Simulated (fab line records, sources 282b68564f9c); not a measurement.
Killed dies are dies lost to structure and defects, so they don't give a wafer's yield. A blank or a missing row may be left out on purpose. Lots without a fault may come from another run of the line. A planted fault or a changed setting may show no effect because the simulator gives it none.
Which tool did it? | flow rit_cmos | 7 lots, 21 wafers sampled, at 3 steps of a route of 202

WHAT THE GAUGES READ, wafer by wafer
RIT_PLDD_TW_MEAS_10.
lot  | measured    | on            | PLDD_TW
L903 | day 3 04:42 | film_metro-01 | 2322 2319 2322
L908 | day 4 06:00 | film_metro-02 | 2353 2365 2352
L914 | day 5 08:10 | film_metro-01 | 2309 2311 2310
L917 | day 5 22:21 | film_metro-02 | 2352 2353 2372
L920 | day 6 12:49 | film_metro-02 | 2362 2342 2348
L922 | day 7 00:32 | film_metro-03 | 2346 2372 2360
L925 | day 7 15:14 | film_metro-01 | 2313 2298 2310

WHICH TOOL RAN EACH LOT (tool, then ch and the chambers of the sampled wafers, then the start)
lot  | RIT_PRETRO_STRIP_09                 | RIT_PLDD_IMPLANT_08
L903 | plasma_asher-03 ch 0,1, day 2 14:26 | implanter-03 ch 0, day 3 04:23
L908 | plasma_asher-01 ch 0,1, day 3 17:50 | implanter-03 ch 0, day 4 05:41
L914 | plasma_asher-02 ch 0,1, day 4 19:27 | implanter-01 ch 0, day 5 07:50
L917 | plasma_asher-01 ch 0,1, day 5 10:01 | implanter-01 ch 0, day 5 22:01
L920 | plasma_asher-03 ch 0,1, day 6 01:00 | implanter-01 ch 0, day 6 12:29
L922 | plasma_asher-02 ch 0,1, day 6 11:40 | implanter-02 ch 0, day 7 00:14
L925 | plasma_asher-03 ch 0,1, day 7 02:07 | implanter-01 ch 0, day 7 14:54
- RIT_PRETRO_STRIP_09: strips in O2, time 180 s.
- RIT_PLDD_IMPLANT_08

THE ANSWER, worked out from the rows above alone
Rule: what is usual is taken from the lots themselves. Put in order of their means at a reading, lots are off if they are a third of the lots or fewer, leave a main group of 4 or more, and stand apart from it by a gap of 3 or more times the standard deviation of the main group's means; of several such gaps the widest counts. A main group whose means are all the same, to the digits that the tables above print for the reading, isn't used. A lot without any number at a reading at which 4 lots or more have one is off too. The other lots that the step has rows for count as sound.
No lot is off at any reading shown: from this, nothing can be told.

WHAT THE SIMULATOR HAD PUT IN
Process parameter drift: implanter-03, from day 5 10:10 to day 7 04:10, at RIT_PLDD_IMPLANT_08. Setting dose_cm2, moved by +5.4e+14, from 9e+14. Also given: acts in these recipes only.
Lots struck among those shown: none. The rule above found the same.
